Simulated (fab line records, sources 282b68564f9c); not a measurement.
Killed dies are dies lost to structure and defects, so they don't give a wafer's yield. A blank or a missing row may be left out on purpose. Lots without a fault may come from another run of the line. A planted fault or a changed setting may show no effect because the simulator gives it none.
Which tool did it? | flow rit_cmos | 6 lots, 18 wafers sampled, at 2 steps of a route of 202

WHAT THE GAUGES READ, wafer by wafer
RIT_NLDD_TW_MEAS_10.
lot  | measured    | on            | NLDD_TW
L195 | day 3 06:07 | film_metro-02 | 2508 2497 2510
L197 | day 3 15:37 | film_metro-03 | 2478 2472 2476
L199 | day 4 01:09 | film_metro-03 | 2438 2461 2454
L201 | day 4 09:50 | film_metro-02 | 2515 2512 2506
L212 | day 6 14:55 | film_metro-03 | 2470 2481 2482
L216 | day 7 12:44 | film_metro-02 | 2509 2520 2511

WHICH TOOL RAN EACH LOT (tool, then ch and the chambers of the sampled wafers, then the start)
lot  | RIT_GATE_CLEAN_04
L195 | wet_bench-03 ch 0, day 2 18:30
L197 | wet_bench-04 ch 2, day 3 05:11
L199 | wet_bench-04 ch 0, day 3 15:34
L201 | wet_bench-03 ch 0, day 3 21:26
L212 | wet_bench-04 ch 2, day 6 02:29
L216 | wet_bench-03 ch 2, day 7 01:08
- RIT_GATE_CLEAN_04: cleans in dHF, time 60 s.

THE ANSWER, worked out from the rows above alone
Rule: what is usual is taken from the lots themselves. Put in order of their means at a reading, lots are off if they are a third of the lots or fewer, leave a main group of 4 or more, and stand apart from it by a gap of 3 or more times the standard deviation of the main group's means; of several such gaps the widest counts. A main group whose means are all the same, to the digits that the tables above print for the reading, isn't used. A lot without any number at a reading at which 4 lots or more have one is off too. The other lots that the step has rows for count as sound.
No lot is off at any reading shown: from this, nothing can be told.

WHAT THE SIMULATOR HAD PUT IN
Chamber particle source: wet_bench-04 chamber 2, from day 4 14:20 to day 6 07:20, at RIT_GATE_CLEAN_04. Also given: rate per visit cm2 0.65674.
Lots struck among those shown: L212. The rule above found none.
